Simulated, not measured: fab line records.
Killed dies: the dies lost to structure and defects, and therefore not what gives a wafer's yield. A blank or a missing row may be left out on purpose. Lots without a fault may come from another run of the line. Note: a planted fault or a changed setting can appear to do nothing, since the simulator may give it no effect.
Which tool did it? ; flow berkeley-cmos170 ; 14 lots, 42 wafers sampled, at 3 steps of a route of 331

WHAT THE GAUGES SHOWED, per wafer
UCB170_NLDD_OVL_MEAS_07.
lot;measured;on;NLDD_OVL (nm)
L955;day 7 15:52;overlay-02;7 6 2
L953;day 7 16:03;overlay-01;-10 -3 5
L952;day 7 16:18;overlay-02;5 -4 1
L958;day 8 21:20;overlay-01;1 5 -2
L957;day 8 21:37;overlay-01;2 2 6
L959;day 8 21:55;overlay-01;-14 -12 -12
L964;day 9 12:02;overlay-02;-11 -5 -3
L960;day 9 12:08;overlay-01;3 -6 -1
L961;day 9 12:17;overlay-02;8 6 0
L965;day 10 00:05;overlay-02;-7 -7 -11
L967;day 10 22:23;overlay-01;-4 -4 1
L969;day 10 22:38;overlay-01;-1 5 3
L972;day 11 13:53;overlay-01;-7 -1 -9
L974;day 12 04:55;overlay-01;-8 -10 -7

UCB170_SDANNEAL_RS_MEAS_03: the measuring method here is four-point-probe.
lot;measured;on;NSD_RS (ohm/sq)
L955;day 8 05:36;film-metro-03;37.21 37.18 37.21
L953;day 8 05:52;film-metro-02;37.38 37.35 37.18
L952;day 8 06:05;film-metro-03;36.88 36.94 36.98
L958;day 9 08:42;film-metro-04;37.03 37.02 37.01
L957;day 9 09:08;film-metro-04;37.03 37.00 37.07
L959;day 9 09:19;film-metro-03;37.09 37.01 37.06
L964;day 10 00:16;film-metro-02;37.09 37.06 37.02
L960;day 9 23:49;film-metro-03;37.14 37.16 37.17
L961;day 10 00:41;film-metro-04;37.18 37.22 37.20
L965;day 10 10:47;film-metro-02;37.11 37.08 37.11
L967;day 11 13:32;film-metro-04;37.17 37.18 37.03
L969;day 11 13:06;film-metro-03;36.90 36.98 36.96
L972;day 12 05:46;film-metro-03;37.09 37.08 37.05
L974;day 12 17:07;film-metro-03;37.19 37.16 37.22

WHICH TOOL RAN EACH LOT (tool, then ch and the chambers of the sampled wafers, then the start)
lot;UCB170_SDANNEAL_RTA_00
L955;rtp-anneal-02 ch 0, day 8 05:19
L953;rtp-anneal-01 ch 0, day 8 05:34
L952;rtp-anneal-01 ch 0, day 8 05:46
L958;rtp-anneal-01 ch 0, day 9 08:26
L957;rtp-anneal-02 ch 0, day 9 08:54
L959;rtp-anneal-01 ch 0, day 9 09:04
L964;rtp-anneal-01 ch 0, day 10 00:01
L960;rtp-anneal-02 ch 0, day 9 23:34
L961;rtp-anneal-02 ch 0, day 10 00:26
L965;rtp-anneal-02 ch 0, day 10 10:32
L967;rtp-anneal-02 ch 0, day 11 13:17
L969;rtp-anneal-02 ch 0, day 11 12:50
L972;rtp-anneal-02 ch 0, day 12 05:29
L974;rtp-anneal-02 ch 0, day 12 16:53
- UCB170_SDANNEAL_RTA_00: time 10 s.

AS READ BY THE TOOLS THEMSELVES (means over the sampled wafers that have a number; for cases with no such wafer, the mark the record gives instead)
UCB170_SDANNEAL_RTA_00.
lot;tool;anneal-temp-c-max;chamber-o2-ppm;lamp-power-pct (%);wafer_temp_C_max
L955;rtp-anneal-02;904.6;1.998;25.2;904.7
L953;rtp-anneal-01;905.1;2.000;26.2;904.3
L952;rtp-anneal-01;907.1;2.003;26.2;904.3
L958;rtp-anneal-01;905.2;2.029;26.2;903.7
L957;rtp-anneal-02;905.5;1.996;25.2;904.6
L959;rtp-anneal-01;904.7;2.011;26.2;903.9
L964;rtp-anneal-01;906.1;2.026;26.2;904.0
L960;rtp-anneal-02;904.6;2.045;25.2;904.6
L961;rtp-anneal-02;904.7;2.033;25.2;903.9
L965;rtp-anneal-02;905.3;1.995;25.2;904.0
L967;rtp-anneal-02;905.4;1.995;25.2;903.6
L969;rtp-anneal-02;905.3;2.009;25.2;903.8
L972;rtp-anneal-02;905.0;1.986;25.2;904.9
L974;rtp-anneal-02;905.3;2.005;25.2;904.0

THE ANSWER, worked out from the rows above alone
Rule: what is usual is taken from the lots themselves. The widest of any qualifying gaps counts: lots, ordered by their means at a reading, are off when they make up no more than a third of the lots, leave a main group of 4 or more, and stand apart from it by 3 or more times the standard deviation of that group's means. The tables above print the reading to a certain number of digits; a main group whose means all agree to those digits is not used. A lot without any number at a reading at which 4 lots or more have one is off too. Any other lot the step has rows for is counted as sound. Order of review: gauges by route order, followed by the tools' own readings, for which a lot's mean as printed above is used. The first step at which some lot is off is used, and at that step the reading that is off furthest; a lot without a number counts as furthest.
Nothing can be told from this: no lot is off at any reading shown.

WHAT THE SIMULATOR HAD PUT IN
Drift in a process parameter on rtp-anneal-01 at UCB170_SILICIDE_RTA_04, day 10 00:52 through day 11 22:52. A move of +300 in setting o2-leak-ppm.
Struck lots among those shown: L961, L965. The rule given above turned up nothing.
